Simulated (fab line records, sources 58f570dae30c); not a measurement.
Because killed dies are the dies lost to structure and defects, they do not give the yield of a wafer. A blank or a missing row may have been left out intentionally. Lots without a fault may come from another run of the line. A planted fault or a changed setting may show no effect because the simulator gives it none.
The tool behind it: which one?	flow berkeley-cmos170	15 lots with 45 wafers sampled at 5 steps, on a route of 331 steps

## WHAT THE GAUGES SHOWED, per wafer
UCB170_PFIELD_OVL_MEAS_06. Usual: for PFIELD_OVL the level is 2 nm and the standard deviation is 4.9.
lot	measured	on	PFIELD_OVL (nm)	flag
L683	day 4 11:33	overlay-01	-1 0 -5	
L684	day 4 15:35	overlay-01	-5 -8 1	
L685	day 4 16:22	overlay-02	0 3 3	
L686	day 4 22:05	overlay-02	8 7 11	
L689	day 5 15:41	overlay-02	2 1 2	
L690	day 6 09:58	overlay-01	3 6 7	
L691	day 6 10:12	overlay-01	-3 0 -3	
L692	day 6 10:14	overlay-02	-1 -5 -7	
L693	day 7 01:28	overlay-02	-1 4 0	
L697	day 7 10:17	overlay-02	9 2 -1	
L698	day 8 06:44	overlay-02	-8 3 -4	
L701	day 8 14:06	overlay-02	16 4 10	
L699	day 8 14:13	overlay-01	-7 6 -3	
L704	day 8 14:29	overlay-02	4 7 4	
L705	day 8 21:51	overlay-01	1 0 9	

UCB170_FIELD_THK_MEAS_91. Usual: for FIELD_OXIDE_LEFT_2_THK the level is 355 nm and the standard deviation is 9.7.
lot	measured	on	FIELD_OXIDE_LEFT_2_THK (nm)	flag
L683	day 6 05:05	film-metro-04	344 330 340	
L684	day 6 04:47	film-metro-02	347 346 351	
L685	day 6 05:22	film-metro-01	340 346 348	
L686	day 6 11:02	film-metro-01	363 362 361	
L689	day 7 04:28	film-metro-01	354 360 355	
L690	day 7 11:50	film-metro-01	370 369 367	
L691	day 7 11:47	film-metro-04	350 348 333	
L692	day 7 11:48	film-metro-02	346 345 356	
L693	day 8 05:33	film-metro-02	359 363 368	
L697	day 8 16:39	film-metro-04	355 360 349	
L698	day 9 08:10	film-metro-01	357 346 344	
L701	day 9 16:14	film-metro-01	355 349 367	
L699	day 9 16:19	film-metro-04	369 358 368	
L704	day 9 16:06	film-metro-01	352 352 349	
L705	day 9 19:11	film-metro-04	354 351 352	

UCB170_GATE_THK_MEAS_05. Usual: for GATE_POLY_THK the level is 214.2 nm and the standard deviation is 1.9.
lot	measured	on	GATE_POLY_THK (nm)	flag
L683	day 6 11:20	film-metro-02	212.7 212.8 212.2	
L684	day 6 11:20	film-metro-01	215.5 213.3 212.2	
L685	day 6 11:22	film-metro-03	215.0 215.0 213.1	
L686	day 6 20:43	film-metro-02	210.4 210.1 208.7	
L689	day 7 09:44	film-metro-02	213.6 210.5 213.5	
L690	day 7 17:37	film-metro-03	212.0 209.9 211.1	
L691	day 7 17:36	film-metro-01	216.6 217.9 218.4	
L692	day 7 17:35	film-metro-02	215.8 217.1 216.2	
L693	day 8 12:28	film-metro-02	214.9 213.8 213.5	
L697	day 9 00:11	film-metro-03	216.2 213.2 214.3	
L698	day 9 14:59	film-metro-03	212.8 215.3 213.0	
L701	day 10 00:20	film-metro-01	213.9 214.7 214.9	
L699	day 10 00:25	film-metro-02	214.1 213.6 214.1	
L704	day 10 00:23	film-metro-01	212.5 212.2 212.9	
L705	day 10 07:05	film-metro-01	213.4 215.1 215.5	

## WHAT TOOL EACH LOT RAN ON (gives the tool, then ch and the chambers of the sampled wafers, and finally the start)
lot	UCB170_ACTIVE_ETCH_15	UCB170_ACTIVE_STRIP_16
L683	rie-diel-01 ch 0,2,3, day 4 08:44	plasma-asher-04 ch 0,1, day 4 08:50
L684	rie-diel-01 ch 0,1,2, day 4 12:44	plasma-asher-02 ch 0, day 4 12:50
L685	rie-diel-03 ch 0,1,3, day 4 12:59	plasma-asher-04 ch 0,1, day 4 13:08
L686	rie-diel-01 ch 2,3, day 4 18:58	plasma-asher-04 ch 0,1, day 4 19:04
L689	rie-diel-03 ch 0,1,3, day 5 14:20	plasma-asher-02 ch 0,1, day 5 14:29
L690	rie-diel-03 ch 2,3, day 6 04:19	plasma-asher-02 ch 0, day 6 04:25
L691	rie-diel-04 ch 1,2,3, day 6 04:36	plasma-asher-04 ch 0,1, day 6 04:42
L692	rie-diel-03 ch 0,2,3, day 6 04:52	plasma-asher-01 ch 0,1, day 6 04:58
L693	rie-diel-03 ch 1,2,3, day 6 19:12	plasma-asher-02 ch 0,1, day 6 19:18
L697	rie-diel-03 ch 1,2,3, day 7 05:59	plasma-asher-01 ch 0,1, day 7 06:05
L698	rie-diel-03 ch 0,2,3, day 8 03:29	plasma-asher-02 ch 0,1, day 8 03:35
L701	rie-diel-03 ch 0,2,3, day 8 09:18	plasma-asher-01 ch 0,1, day 8 09:24
L699	rie-diel-03 ch 0,1,2, day 8 09:49	plasma-asher-01 ch 0,1, day 8 09:56
L704	rie-diel-04 ch 1,2,3, day 8 11:13	plasma-asher-02 ch 0,1, day 8 11:19
L705	rie-diel-01 ch 2,3, day 8 20:20	plasma-asher-04 ch 0,1, day 8 20:26
- UCB170_ACTIVE_ETCH_15: etches Si3N4 in CH3F/Ar/O2, stops on SiO2, target depth 242 nm, time 151 s.
- UCB170_ACTIVE_STRIP_16: strips in O2.

## WHAT THE TOOLS THEMSELVES READ (means of the sampled wafers that have a number; where no wafer has one, the mark that the record gives instead)
UCB170_ACTIVE_ETCH_15. Usual: drypump-motor-current-A 5.8 A, standard deviation 0.49; oes-product-au 0.937 a.u., standard deviation 0.014; throttle-valve-pct 8.04 %, standard deviation 0.13.
lot	tool	drypump-motor-current-A (A)	oes-product-au (a.u.)	throttle-valve-pct (%)	flag
L683	rie-diel-01	5.7	0.926	7.98	
L684	rie-diel-01	5.8	0.931	7.96	
L685	rie-diel-03	5.3	0.939	8.12	
L686	rie-diel-01	5.8	0.950	8.03	
L689	rie-diel-03	5.3	0.940	8.12	
L690	rie-diel-03	5.3	0.942	8.04	
L691	rie-diel-04	6.1	0.935	8.02	
L692	rie-diel-03	5.6	0.944	8.04	
L693	rie-diel-03	5.5	0.936	8.13	
L697	rie-diel-03	5.5	0.936	8.13	
L698	rie-diel-03	5.6	0.925	8.04	
L701	rie-diel-03	5.7	0.931	8.04	
L699	rie-diel-03	5.8	0.936	8.12	
L704	rie-diel-04	6.1	0.934	8.02	
L705	rie-diel-01	5.6	0.970	7.97	

UCB170_ACTIVE_STRIP_16. Usual: drypump-motor-current-A 5.9 A, standard deviation 0.37; oes-product-au 0.720 a.u., standard deviation 0.0044; strip-time-to-endpoint-s 18.06 s, standard deviation 0.067.
lot	tool	drypump-motor-current-A (A)	oes-product-au (a.u.)	strip-time-to-endpoint-s (s)	flag
L683	plasma-asher-04	6.2	0.722	18.08	
L684	plasma-asher-02	6.2	0.720	17.99	
L685	plasma-asher-04	6.2	0.716	18.11	
L686	plasma-asher-04	6.1	0.721	18.00	
L689	plasma-asher-02	6.0	0.723	18.03	
L690	plasma-asher-02	6.2	0.722	18.06	
L691	plasma-asher-04	6.1	0.720	18.03	
L692	plasma-asher-01	5.3	0.723	17.99	
L693	plasma-asher-02	6.0	0.718	18.02	
L697	plasma-asher-01	5.6	0.718	18.03	
L698	plasma-asher-02	6.0	0.723	18.03	
L701	plasma-asher-01	5.6	0.722	17.99	
L699	plasma-asher-01	5.3	0.721	18.07	
L704	plasma-asher-02	6.0	0.722	18.09	
L705	plasma-asher-04	6.1	0.721	18.11	

## THE ANSWER, worked out from the rows above alone
Rule: a lot is off if the mean of its wafers that have a number lies more than 3 standard deviations from the usual mean. Also off: a lot with no number at a reading for which 4 or more lots have one. All remaining lots with rows at the step are treated as sound. After the gauges, taken in route order, come the tools' own readings; for these a lot's mean is taken, as printed above. At the first step where some lot is off, the reading lying furthest off is the one used; lots without a number count as furthest.
No lot is off at any reading shown: from this, nothing can be told.

## WHAT THE SIMULATOR HAD PUT IN
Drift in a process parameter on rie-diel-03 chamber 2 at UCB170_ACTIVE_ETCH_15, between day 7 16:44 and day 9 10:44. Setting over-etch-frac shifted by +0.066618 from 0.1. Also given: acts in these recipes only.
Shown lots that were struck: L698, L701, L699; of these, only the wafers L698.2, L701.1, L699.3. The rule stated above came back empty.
